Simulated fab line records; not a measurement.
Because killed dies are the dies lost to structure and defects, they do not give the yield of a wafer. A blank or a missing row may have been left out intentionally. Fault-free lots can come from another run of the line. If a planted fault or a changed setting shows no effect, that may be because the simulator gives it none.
fab line records -- flow rit_cmos
record lots=14, wafers=42, last_day=7
route steps=202 shown GATE@96
lots that met no fault: taken from a fault-free run of the same line
start_h: hours from the record's first day to the start of the lot's first wafer shown -- wait_h: how many hours have passed since the lot's step before this one -- " same as the row above -- L1.1+2: a row that stands for several wafers -- - no value, or no start given -- * or withheld: withheld -- < > ~ a bound
route shown NAME@n: names a module that has steps shown in the file, with the first one's number in the route -- usual: mean/standard deviation of fault-free wafers -- same: alike in all rows -- chamber/n: place in a boat -- sites: readings site by site -- _std_site: how widely they spread, as a standard deviation -- _edge_site: the outer-site mean with the inner-site mean subtracted -- radius_mm: how far each site lies from the wafer's centre -- mask NAME#n: copy n -- behind: the last tool/chamber to shape the wafer -- hold: the reason the lot was held/the length of the hold in hours/how it ended -- device: transistor that didn't switch, given as n, p or np -- end of line: the route-end tests of the same wafers -- a step given without rows: its recipe and nothing more -- killed: at the first sort, the dies lost to defects and structure; wafer yield is something else -- map: a wafer's dies, marking killed ones x, the rest . and places with no die _
set.NAME: the run value of the setting; set.NAME@STEP: its run value at that earlier step -- model.NAME: the simulator's own value behind a step, which no gauge read
a sample of lots followed through the steps of the route, with each step as a table and each wafer as a row
services: from which hour (start_h, from the record's first day; less than 0 if before it) a tool's chamber was out of use, for how many hours, and why
## steps
# step RIT_GATE_STRIP_20
# recipe chemistry=O2, time_s=180, resist=NOVOLAK, platen_temp_c=withheld, power_w=500, pressure_mtorr=4000, o2_flow_sccm=4000
# usual chamber_pressure_mTorr=4001/3.2, drypump_motor_current_A=5.6/0.5, o2_flow_sccm=3998/14
lot.wafer,tool,chamber,start_h,wait_h,chamber_pressure_mTorr,drypump_motor_current_A,o2_flow_sccm,rf_hours_counter_h
L975.4,plasma_asher-02,1,42.46,0.1,4006,6.6,3987,-
L975.5,plasma_asher-02,1,42.46,0.1,4004,6.6,3981,-
L975.6,plasma_asher-02,0,42.46,0.1,3999,5.2,3996,-
L977.3,plasma_asher-02,1,53.15,0.1,4002,6.6,3999,-
L977.4,plasma_asher-02,0,53.15,0.1,4000,5.3,3982,-
L977.5,plasma_asher-02,1,53.15,0.1,4000,6.6,3982,-
L978.1,plasma_asher-02,0,57.66,0.1,4002,5.3,4009,42
L978.4,plasma_asher-02,0,57.66,0.1,3997,5.3,3991,-
L978.6,plasma_asher-02,0,57.66,0.1,4007,5.3,3984,-
L979.2,plasma_asher-01,1,61.62,0.1,4001,5.3,3987,41
L979.4,plasma_asher-01,1,61.62,0.1,4003,5.3,3987,-
L979.5,plasma_asher-01,0,61.62,0.1,3998,5.2,4012,-
L980.1,plasma_asher-03,1,66.40,0.1,3999,5.6,3990,42
L980.2,plasma_asher-03,0,66.40,0.1,4004,5.6,3978,42
L980.6,plasma_asher-03,0,66.40,0.1,3995,5.7,3980,-
L984.2,plasma_asher-02,0,87.07,0.1,3994,5.3,4019,45
L984.5,plasma_asher-02,0,87.07,0.1,4004,5.3,4009,-
L984.6,plasma_asher-02,1,87.07,0.1,3999,6.6,3998,-
L986.2,plasma_asher-03,0,97.15,0.1,3995,5.6,3977,45
L986.4,plasma_asher-03,0,97.15,0.1,3991,5.6,3974,-
L986.6,plasma_asher-03,1,97.15,0.1,4003,5.6,4797,-
L987.2,plasma_asher-03,1,102.50,0.1,4001,5.7,4804,45
L987.3,plasma_asher-03,0,102.50,0.1,4004,5.6,3994,-
L987.6,plasma_asher-03,1,102.50,0.1,4000,5.6,4790,-
L989.2,plasma_asher-01,0,112.74,0.1,4000,5.2,3982,46
L989.4,plasma_asher-01,0,112.74,0.1,3998,5.2,4001,-
L989.6,plasma_asher-01,0,112.74,0.1,4006,5.2,3982,-
L991.2,plasma_asher-02,0,121.47,0.1,4003,5.3,4015,48
L991.5,plasma_asher-02,0,121.47,0.1,4000,5.3,4013,-
L991.6,plasma_asher-02,1,121.47,0.1,3995,6.6,3991,-
L992.3,plasma_asher-02,1,127.24,0.1,4003,6.6,4001,-
L992.5,plasma_asher-02,0,127.24,0.1,4004,5.3,4013,-
L992.6,plasma_asher-02,1,127.24,0.1,4001,6.6,4015,-
L995.2,plasma_asher-01,1,141.98,0.1,4001,5.4,3985,50
L995.3,plasma_asher-01,1,141.98,0.1,4003,5.3,3996,-
L995.6,plasma_asher-01,1,141.98,0.1,4007,5.4,3983,-
L996.1,plasma_asher-02,1,147.05,0.1,3999,6.6,3987,51
L996.3,plasma_asher-02,0,147.05,0.1,4004,5.3,4009,-
L996.4,plasma_asher-02,1,147.05,0.1,4000,6.6,3978,-
L997.1,plasma_asher-01,1,151.21,0.1,4006,5.3,4010,51
L997.2,plasma_asher-01,0,151.21,0.1,4001,5.2,3991,51
L997.3,plasma_asher-01,0,151.21,0.1,4001,5.2,4011,-
## services
tool,chamber,start_h,hours,kind
plasma_asher-01,-,53.02,4.2,repair
plasma_asher-03,-,108.75,9.0,pm
plasma_asher-03,0,108.75,9.0,vent_cycle
plasma_asher-03,1,108.75,9.0,vent_cycle
plasma_asher-03,0,117.75,-,clean
plasma_asher-03,1,117.75,-,clean
plasma_asher-03,-,137.99,23.6,repair
## key
first_sign step=RIT_GATE_STRIP_20, reading=o2_flow_sccm, direction=up, sigmas=58, usual=3998, struck=4797
effect none on later readings
met_at RIT_GATE_STRIP_20
struck_lots L986,L987
struck_wafers L986.6,L987.2,L987.6
tester_left_out L986,L987
onset_between 66.40 97.15
fault kind=process_parameter_drift, tool=plasma_asher-03, chamber=1, onset_h=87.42, steps=RIT_GATE_STRIP_20, channel=o2_flow_sccm, offset=800, shape=step, end_h=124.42, acts_in=these_recipes_only, stated=4000
# tester_left_out: of these lots the tester's yield and bins aren't shown, on N5 and GAA mostly nor the transistor test; their killed dies are dies lost to structure and defects alone, not to doping, threshold or leakage, so they don't give the yield
